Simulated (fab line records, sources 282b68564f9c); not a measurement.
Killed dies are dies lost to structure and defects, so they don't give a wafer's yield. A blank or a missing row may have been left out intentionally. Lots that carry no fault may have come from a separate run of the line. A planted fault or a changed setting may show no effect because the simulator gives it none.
Which tool did it?    flow rit_cmos    Sampling: 14 lots, 42 wafers, 3 of 202 route steps

== WHAT EACH GAUGE READ, for each wafer ==
RIT_PSD_TW_MEAS_10.
lot   measured     on             PSD_TW
L487  day 3 02:59  film_metro-02  3463 3436 3426
L488  day 3 07:11  film_metro-02  3428 3478 3435
L489  day 3 17:56  film_metro-04  3456 3453 3435
L490  day 3 21:26  film_metro-03  3414 3423 3401
L491  day 4 05:21  film_metro-02  3445 3448 3420
L492  day 4 05:23  film_metro-03  3382 3409 3422
L493  day 4 09:20  film_metro-02  3441 3450 3465
L495  day 4 23:31  film_metro-03  3397 3379 3402
L498  day 5 15:02  film_metro-02  3424 3415 3420
L499  day 5 17:10  film_metro-03  3427 3434 3433
L504  day 6 17:02  film_metro-03  3412 3428 3409
L506  day 7 04:25  film_metro-03  3391 3418 3391
L508  day 7 17:43  film_metro-03  3426 3416 3423
L510  day 8 00:29  film_metro-02  3438 3435 3442

RIT_CONTACT_THK_MEAS_01.
lot   measured     on             CONTACT_TEOS_THK (nm)
L487  day 3 04:31  film_metro-02  400 404 409
L488  day 3 08:44  film_metro-01  400 404 411
L489  day 3 19:31  film_metro-01  387 384 401
L490  day 3 23:01  film_metro-02  401 395 407
L491  day 4 06:56  film_metro-02  415 410 416
L492  day 4 06:59  film_metro-01  392 396 395
L493  day 4 10:54  film_metro-03  400 403 405
L495  day 5 01:04  film_metro-01  393 397 395
L498  day 5 16:38  film_metro-02  394 393 404
L499  day 5 18:44  film_metro-02  394 401 401
L504  day 6 18:39  film_metro-01  397 401 402
L506  day 7 06:06  film_metro-01  402 402 407
L508  day 7 19:24  film_metro-02  393 402 398
L510  day 8 02:03  film_metro-01  394 392 402

== EACH LOT AND THE TOOL THAT RAN IT (in order: tool; ch and the chambers of the sampled wafers; start) ==
lot   RIT_GATE_ETCH_19
L487  rie_si-01 ch 0,1,3, day 2 13:43
L488  rie_si-02 ch 0,1,2, day 2 18:02
L489  rie_si-01 ch 1,2,3, day 3 05:34
L490  rie_si-02 ch 2,3, day 3 08:32
L491  rie_si-01 ch 0,1, day 3 14:04
L492  rie_si-02 ch 1,2,3, day 3 16:46
L493  rie_si-01 ch 0,2,3, day 3 20:59
L495  rie_si-01 ch 1,2,3, day 4 09:58
L498  rie_si-02 ch 2,3, day 4 23:37
L499  rie_si-01 ch 0,1, day 5 04:08
L504  rie_si-02 ch 1,3, day 6 04:13
L506  rie_si-02 ch 0,1,2, day 6 16:34
L508  rie_si-02 ch 1,2, day 7 04:02
L510  rie_si-02 ch 0,1,2, day 7 12:14
- RIT_GATE_ETCH_19: etches poly-Si in SF6/CHF3/O2, stops on SiO2, time 165 s, target depth 312.5 nm.

== AS READ BY THE TOOLS THEMSELVES (means over the sampled wafers that have a number; for cases with no such wafer, the mark the record gives instead) ==
RIT_GATE_ETCH_19.
lot   tool       drypump_motor_current_A (A)  oes_product_au (a.u.)  rf_fwd_power_W (W)  throttle_valve_pct (%)
L487  rie_si-01  5.8                          0.863                  160.0               10.39
L488  rie_si-02  5.3                          0.849                  159.6               10.18
L489  rie_si-01  5.5                          0.848                  159.2               10.21
L490  rie_si-02  5.5                          0.818                  159.9               10.14
L491  rie_si-01  6.3                          0.862                  159.5               10.38
L492  rie_si-02  5.2                          0.833                  159.2               10.10
L493  rie_si-01  5.2                          0.858                  159.1               10.26
L495  rie_si-01  5.5                          0.850                  167.4               10.20
L498  rie_si-02  5.4                          0.827                  159.4               10.15
L499  rie_si-01  6.3                          0.871                  176.7               10.38
L504  rie_si-02  5.5                          0.824                  159.5               10.08
L506  rie_si-02  5.2                          0.847                  159.6               10.18
L508  rie_si-02  5.0                          0.851                  159.9               10.12
L510  rie_si-02  5.3                          0.843                  159.4               10.18

== THE ANSWER, worked out from the rows above alone ==
Rule: usual is defined by the lots themselves. The widest of any qualifying gaps counts: lots, ordered by their means at a reading, are off when they make up no more than a third of the lots, leave a main group of 4 or more, and stand apart from it by 3 or more times the standard deviation of that group's means. A main group is skipped when, at the precision printed for the reading in the tables above, its means are all equal. Also off: a lot with no number at a reading for which 4 or more lots have one. All remaining lots with rows at the step are treated as sound. After the gauges, taken in route order, come the tools' own readings; for these a lot's mean is taken, as printed above. At the first step where some lot is off, the reading lying furthest off is the one used; lots without a number count as furthest.
Off: L495, L499 (RIT_GATE_ETCH_19, rf_fwd_power_W). Mean 159.5 W and standard deviation 0.28 in the main group.
If a tool, at that step or one of the process steps before it, ran each lot that is off and ran no sound lot following the first of them, it fits. One candidate fits, namely rie_si-01 at RIT_GATE_ETCH_19. A fault onset in the window from L493 (day 3 20:59, its last sound lot) to L495 (day 4 09:58, its first lot off) fits.
On the lots that are off, the tool's own readings at RIT_GATE_ETCH_19 differ by more than 5 times the standard deviation of the sound lots' means, which bears it out; rf_fwd_power_W reads 172.1 W there versus 159.5 W on the sound lots.

== WHAT HAD BEEN PUT IN BY THE SIMULATOR ==
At RIT_GATE_ETCH_19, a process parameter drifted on rie_si-01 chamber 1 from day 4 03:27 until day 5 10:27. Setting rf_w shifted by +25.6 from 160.
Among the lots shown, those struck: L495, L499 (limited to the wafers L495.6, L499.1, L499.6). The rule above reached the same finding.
